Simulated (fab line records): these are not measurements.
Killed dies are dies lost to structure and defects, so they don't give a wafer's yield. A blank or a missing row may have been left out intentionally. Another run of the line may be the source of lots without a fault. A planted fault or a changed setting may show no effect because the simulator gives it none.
fab line records | flow rit_cmos
record lots=15 | wafers=45 | last_day=7
route steps=202 shown GATE@81 M1@202
lots that met no fault: taken from a fault-free run of the same line
start_h: start of the lot's first displayed wafer, in hours after the record's first day | wait_h: hours from the lot's prior step to this one | " as in the row above | L1.1+2: several wafers, shown together as one row | - either no value or no given start | * or withheld: withheld | < > ~ a bound
route shown NAME@n: a module of which the file shows steps, and the number in the route of the first | usual: average and standard deviation across the fault-free wafers | same: alike in all rows | chamber/n: place in a boat | sites: the reading at each site | _std_site: standard deviation of those values | _edge_site: the outer-site mean with the inner-site mean subtracted | radius_mm: for every site, how far away it sits from the centre of the wafer | mask NAME#n: copy n | behind: the last tool/chamber to shape the wafer | hold: cause of the lot's hold/its duration in hours/its outcome | device: whichever transistor did not switch (one of n, p or np) | end of line: the route-end tests of the same wafers | where a step has no rows: the recipe by itself | killed: not the wafer's yield, but the dies lost to structure and defects at the first sort | map: a wafer's dies, marking killed ones x, the rest . and places with no die _
set.NAME: the setting the step ran with; set.NAME@STEP: the setting that earlier step ran with | model.NAME: the simulator's own value behind a step, which no gauge read
steps of the route over a sample of lots; a table a step, a row a wafer
services: when a tool's chamber went out of use (start_h, in hours from the record's first day, below 0 if earlier), for how many hours, and the reason
## steps
# step RIT_GATE_OXIDATION_05
# recipe temp_c=900 | ambient=O2 | target_thk_a=30 | ox_time_s=270
# usual spike_tc_centre_C=902.6/1.1 | spike_tc_load_C=926.2/1.6 | spike_tc_source_C=928.7/1.9 | tube_center_temp_C=900.01/0.082 | tube_center_temp_C_max=902.3/0.36
lot.wafer | tool       | chamber | start_h | wait_h | spike_tc_centre_C | spike_tc_load_C | spike_tc_source_C | tube_center_temp_C | tube_center_temp_C_max
L912.1    | furnace-04 | 0       | 32.46   | 0.2    | 903.0             | 928.6           | 924.3             | 899.97             | 902.4
L912.3    | "          | 0       | "       | "      | 902.6             | 928.1           | 924.6             | 900.01             | 901.8
L912.5    | "          | 0       | "       | "      | 903.5             | 928.4           | 924.0             | 899.95             | 902.2
L913.1    | furnace-02 | 0       | 37.05   | 0.2    | 901.4             | 924.4           | 930.1             | 899.98             | 902.0
L913.2    | "          | 0       | "       | "      | 901.4             | 925.9           | 929.2             | 899.87             | 902.3
L913.4    | "          | 0       | "       | "      | 901.2             | 923.8           | 929.2             | 900.05             | 902.8
L915.3    | furnace-02 | 0       | 48.55   | 0.7    | 888.2             | 909.5           | 914.7             | 885.94             | 887.7
L915.4    | "          | 0       | "       | "      | 888.0             | 911.3           | 913.6             | 885.93             | 888.3
L915.6    | "          | 0       | "       | "      | 888.8             | 912.3           | 916.0             | 886                | 888.4
L916.1    | furnace-01 | 0       | 53.75   | 0.1    | 901.8             | 926.4           | 930.9             | 900.05             | 902.3
L916.2    | "          | 0       | "       | "      | 904.9             | 927.1           | 928.4             | 900.09             | 902.4
L916.3    | "          | 0       | "       | "      | 902.3             | 927.9           | 928.2             | 900.02             | 902.2
L918.4    | furnace-02 | 0       | 63.27   | 0.8    | 890.7             | 912.0           | 914.7             | 885.9              | 888.3
L918.5    | "          | 0       | "       | "      | 888.0             | 910.8           | 916.1             | 886.08             | 888.2
L918.6    | "          | 0       | "       | "      | 888.4             | 910.4           | 915.4             | 886.12             | 888.6
L919.1    | furnace-02 | 0       | 68.06   | 0.1    | 887.5             | 911.9           | 915.1             | 885.96             | 888.4
L919.3    | "          | 0       | "       | "      | 888.0             | 911.3           | 916.0             | 886.06             | 888.2
L919.6    | "          | 0       | "       | "      | 888.4             | 910.7           | 916.4             | 886.03             | 888.0
L921.1    | furnace-01 | 0       | 81.80   | 2.5    | 904.1             | 926.8           | 930.0             | 899.89             | 902.0
L921.3    | "          | 0       | "       | "      | 902.0             | 926.4           | 932.0             | 900.09             | 902.6
L921.6    | "          | 0       | "       | "      | 902.1             | 926.5           | 928.2             | 900.04             | 902.0
L924.1    | furnace-01 | 0       | 100.80  | 0.5    | 902.8             | 927.7           | 929.9             | 900.08             | 903.6
L924.2    | "          | 0       | "       | "      | 904.7             | 925.7           | 931.3             | 900.24             | 902.3
L924.6    | "          | 0       | "       | "      | 901.3             | 927.0           | 928.0             | 899.95             | 902.4
L925.2    | furnace-04 | 0       | 103.99  | 0.0    | 902.3             | 928.1           | 925.8             | 900.15             | 903.5
L925.4    | "          | 0       | "       | "      | 901.0             | 925.8           | 925.3             | 899.98             | 902.1
L925.5    | "          | 0       | "       | "      | 902.6             | 927.5           | 926.3             | 899.99             | 902.4
L930.2    | furnace-02 | 0       | 124.03  | 0.0    | 903.8             | 924.7           | 928.5             | 900.03             | 901.8
L930.4    | "          | 0       | "       | "      | 902.5             | 926.2           | 926.5             | 900.05             | 902.2
L930.6    | "          | 0       | "       | "      | 903.3             | 924.6           | 930.2             | 899.96             | 903.3
L931.1    | furnace-01 | 0       | 126.86  | 0.1    | 903.9             | 929.7           | 927.6             | 900.11             | 902.5
L931.2    | "          | 0       | "       | "      | 904.2             | 928.9           | 928.6             | 899.96             | 902.0
L931.4    | "          | 0       | "       | "      | 904.0             | 928.7           | 929.6             | 900.1              | 902.7
L932.3    | furnace-02 | 0       | 132.58  | 0.3    | 903.1             | 924.6           | 929.5             | 899.98             | 902.3
L932.5    | "          | 0       | "       | "      | 902.9             | 925.6           | 928.9             | 900.1              | 902.6
L932.6    | "          | 0       | "       | "      | 901.2             | 925.0           | 928.3             | 899.99             | 902.1
L933.1    | furnace-02 | 0       | 136.98  | 0.6    | 903.8             | 924.3           | 931.4             | 899.97             | 902.1
L933.3    | "          | 0       | "       | "      | 903.6             | 925.7           | 930.7             | 900.01             | 902.3
L933.5    | "          | 0       | "       | "      | 902.1             | 924.7           | 930.5             | 899.92             | 902.3
L934.2    | furnace-01 | 0       | 144.63  | 1.6    | 901.5             | 929.1           | 930.3             | 899.98             | 902.3
L934.4    | "          | 0       | "       | "      | 904.3             | 925.9           | 929.1             | 899.96             | 902.7
L934.6    | "          | 0       | "       | "      | 904.0             | 929.2           | 929.6             | 900.02             | 902.1
L935.2    | furnace-02 | 0       | 149.30  | 0.0    | 902.2             | 924.4           | 929.7             | 899.85             | 902.4
L935.4    | "          | 0       | "       | "      | 903.2             | 925.5           | 928.9             | 899.88             | 901.9
L935.5    | "          | 0       | "       | "      | 903.8             | 925.7           | 929.4             | 900.13             | 902.4
# step RIT_GATE_THK_MEAS_07
# recipe reads=SiO2_of_GATE_OXIDATION_05
# usual GATE_OXIDE_THK=2.98/0.054
lot.wafer | tool          | chamber | start_h | wait_h | GATE_OXIDE_THK[nm]
L912.1    | film_metro-02 | -       | 33.78   | 0.0    | 3.07
L912.3    | "             | -       | "       | "      | 3.01
L912.5    | "             | -       | "       | "      | 3.03
L913.1    | film_metro-02 | -       | 38.38   | 0.0    | 2.96
L913.2    | "             | -       | "       | "      | 3.04
L913.4    | "             | -       | "       | "      | 2.98
L915.3    | film_metro-02 | -       | 49.90   | 0.0    | 2.49
L915.4    | "             | -       | "       | "      | 2.49
L915.6    | "             | -       | "       | "      | 2.43
L916.1    | film_metro-01 | -       | 55.07   | 0.0    | 2.92
L916.2    | "             | -       | "       | "      | 2.95
L916.3    | "             | -       | "       | "      | 2.94
L918.4    | film_metro-01 | -       | 64.62   | 0.0    | 2.52
L918.5    | "             | -       | "       | "      | 2.51
L918.6    | "             | -       | "       | "      | 2.50
L919.1    | film_metro-03 | -       | 69.39   | 0.0    | 2.47
L919.3    | "             | -       | "       | "      | 2.52
L919.6    | "             | -       | "       | "      | 2.47
L921.1    | film_metro-01 | -       | 86.56   | 0.0    | 2.96
L921.3    | "             | -       | "       | "      | 3.01
L921.6    | "             | -       | "       | "      | 3.04
L924.1    | film_metro-03 | -       | 102.12  | 0.0    | 2.95
L924.2    | "             | -       | "       | "      | 2.96
L924.6    | "             | -       | "       | "      | 2.89
L925.2    | film_metro-03 | -       | 105.32  | 0.0    | 3.02
L925.4    | "             | -       | "       | "      | 3.01
L925.5    | "             | -       | "       | "      | 3.05
L930.2    | film_metro-01 | -       | 125.37  | 0.0    | 3.08
L930.4    | "             | -       | "       | "      | 3.02
L930.6    | "             | -       | "       | "      | 2.95
L931.1    | film_metro-01 | -       | 128.18  | 0.0    | 3.02
L931.2    | "             | -       | "       | "      | 2.94
L931.4    | "             | -       | "       | "      | 2.91
L932.3    | film_metro-02 | -       | 133.93  | 0.0    | 3.05
L932.5    | "             | -       | "       | "      | 3.00
L932.6    | "             | -       | "       | "      | 3.03
L933.1    | film_metro-01 | -       | 138.31  | 0.0    | 2.96
L933.3    | "             | -       | "       | "      | 2.97
L933.5    | "             | -       | "       | "      | 3.00
L934.2    | film_metro-01 | -       | 145.97  | 0.0    | 3.00
L934.4    | "             | -       | "       | "      | 2.99
L934.6    | "             | -       | "       | "      | 2.91
L935.2    | film_metro-02 | -       | 152.57  | 0.0    | 2.98
L935.4    | "             | -       | "       | "      | 2.97
L935.5    | "             | -       | "       | "      | 2.98
# step RIT_M1_PROBE_99
# usual killed_at_contacts=0.1/0.31 | killed_at_front_end=6.8/2.7 | killed_dies=6.9/2.7 | killed_open=3.3/1.8 | killed_short=3.5/1.8
# same gross_dies=264 | killed_at_M0_to_M3=0 | killed_at_M4_up=0 | killed_at_back_side=0 | killed_at_other=0
lot.wafer | tool      | chamber | start_h | wait_h | killed_at_contacts | killed_at_front_end | killed_dies | killed_open | killed_short
L912.1    | prober-01 | -       | 58.67   | 0.1    | 0                  | 7                   | 7           | 5           | 2
L912.3    | prober-01 | -       | 58.77   | 0.2    | 0                  | 9                   | 9           | 5           | 4
L912.5    | prober-01 | -       | 58.87   | 0.2    | 0                  | 9                   | 9           | 2           | 6
L915.3    | prober-02 | -       | 74.35   | 0.2    | 0                  | 3                   | 3           | 2           | 1
L915.4    | prober-02 | -       | 74.40   | 0.2    | 0                  | 2                   | 2           | 1           | 1
L915.6    | prober-02 | -       | 74.50   | 0.2    | 0                  | 7                   | 7           | 3           | 4
L924.1    | prober-02 | -       | 126.98  | 0.1    | 0                  | 6                   | 6           | 2           | 4
L924.2    | prober-02 | -       | 127.03  | 0.1    | 0                  | 9                   | 9           | 2           | 7
L924.6    | prober-02 | -       | 127.23  | 0.2    | 0                  | 3                   | 3           | 0           | 3
L925.2    | prober-01 | -       | 131.73  | 0.1    | 0                  | 6                   | 6           | 5           | 1
L925.4    | prober-01 | -       | 131.83  | 0.2    | 0                  | 9                   | 9           | 2           | 7
L925.5    | prober-01 | -       | 131.88  | 0.2    | 1                  | 7                   | 8           | 5           | 3
L930.2    | prober-02 | -       | 148.29  | 0.1    | 0                  | 5                   | 5           | 4           | 1
L930.4    | prober-02 | -       | 148.39  | 0.2    | 0                  | 12                  | 12          | 5           | 7
L930.6    | prober-02 | -       | 148.49  | 0.2    | 0                  | 11                  | 11          | 4           | 7
L933.1    | prober-01 | -       | 161.37  | 0.1    | 0                  | 6                   | 6           | 2           | 4
L933.3    | prober-01 | -       | 161.47  | 0.2    | 0                  | 8                   | 8           | 4           | 4
L933.5    | prober-01 | -       | 161.57  | 0.2    | 0                  | 4                   | 4           | 2           | 2
# killed by level:class
L912.1 GATE:geometric_particle:open=2 GATE:geometric_particle:short=2 FOX1:geometric_particle:open=1 REOX:geometric_particle:open=1 SILICIDE:geometric_particle:open=1
L912.3 GATE:geometric_particle:open=4 FOX2:geometric_particle:short=1 GATE:geometric_particle:short=1 SPACER:geometric_particle:short=1 SILICIDE:geometric_particle:open=1 SILICIDE:geometric_particle:short=1
L912.5 GATE:geometric_particle:short=4 FOX2:geometric_particle:short=1 FOX2:geometric_particle:open=1 GATE:geometric_particle:open=1 REOX:geometric_particle:short=1 NWELL:coat_microbubble_printed=1
L915.3 REOX:geometric_particle:open=2 FOX1:geometric_particle:short=1
L915.4 FOX1:geometric_particle:open=1 FOX1:geometric_particle:short=1
L915.6 GATE:geometric_particle:short=3 GATE:geometric_particle:open=2 FOX1:geometric_particle:open=1 FOX1:geometric_particle:short=1
L924.1 GATE:geometric_particle:short=4 FOX1:geometric_particle:open=1 GATE:geometric_particle:open=1
L924.2 GATE:geometric_particle:short=5 GATE:geometric_particle:open=2 REOX:geometric_particle:short=2
L924.6 GATE:geometric_particle:short=1 SPACER:geometric_particle:short=1 SILICIDE:geometric_particle:short=1
L925.2 GATE:geometric_particle:open=3 FOX1:geometric_particle:open=1 GATE:geometric_particle:short=1 SILICIDE:geometric_particle:open=1
L925.4 GATE:geometric_particle:short=6 GATE:geometric_particle:open=1 SPACER:geometric_particle:open=1 SILICIDE:geometric_particle:short=1
L925.5 GATE:geometric_particle:open=3 FOX2:geometric_particle:short=2 GATE:geometric_particle:short=1 SPACER:geometric_particle:open=1 CONTACT:geometric_particle:open=1
L930.2 GATE:geometric_particle:open=2 FOX1:geometric_particle:open=1 GATE:geometric_particle:short=1 REOX:geometric_particle:open=1
L930.4 GATE:geometric_particle:short=3 FOX2:geometric_particle:short=2 FOX1:geometric_particle:open=1 FOX1:geometric_particle:short=1 GATE:geometric_particle:open=1 REOX:geometric_particle:open=1 REOX:geometric_particle:short=1 SPACER:geometric_particle:open=1
L930.6 GATE:geometric_particle:short=4 FOX1:geometric_particle:short=3 GATE:geometric_particle:open=2 FOX1:geometric_particle:open=1 REOX:geometric_particle:open=1
L933.1 GATE:geometric_particle:short=2 FOX1:geometric_particle:short=1 FOX2:geometric_particle:short=1 GATE:geometric_particle:open=1 SPACER:geometric_particle:open=1
L933.3 GATE:geometric_particle:short=4 FOX1:geometric_particle:open=1 GATE:geometric_particle:open=1 REOX:geometric_particle:open=1 SILICIDE:geometric_particle:open=1
L933.5 FOX2:geometric_particle:open=1 REOX:geometric_particle:short=1 SPACER:geometric_particle:short=1 SPACER:geometric_particle:open=1
## services
tool       | chamber | start_h | hours | kind
furnace-04 | -       | 24.90   | 6.0   | pm
furnace-01 | -       | 41.66   | 4.0   | pm
furnace-02 | -       | 74.13   | 13.5  | pm
furnace-04 | -       | 86.76   | 3.2   | pm
furnace-02 | -       | 98.00   | 2.6   | pm
furnace-01 | -       | 129.02  | 3.8   | pm
## key
first_sign step=RIT_GATE_OXIDATION_05 | reading=tube_center_temp_C | direction=down | sigmas=99+ | usual=* | struck=*
effect step=RIT_GATE_OXIDATION_05 | reading=tube_center_temp_C_max | direction=down | sigmas=39 | usual=* | struck=*
effect step=RIT_GATE_THK_MEAS_07 | reading=GATE_OXIDE_THK | direction=down | sigmas=9 | usual=2.98 | struck=2.49
met_at RIT_GATE_OXIDATION_05
struck_lots L915,L918,L919
tester_left_out L915,L918,L919
onset_between 37.05 48.55
fault kind=process_parameter_drift | tool=furnace-02 | chamber=- | onset_h=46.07 | steps=RIT_GATE_OXIDATION_05 | channel=temp_c | offset=* | shape=step | end_h=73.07 | acts_in=* | stated=*
# tester_left_out: of these lots the tester's yield and bins aren't shown, on N5 and GAA mostly nor the transistor test; their killed dies are dies lost to structure and defects alone, not to doping, threshold or leakage, so they don't give the yield
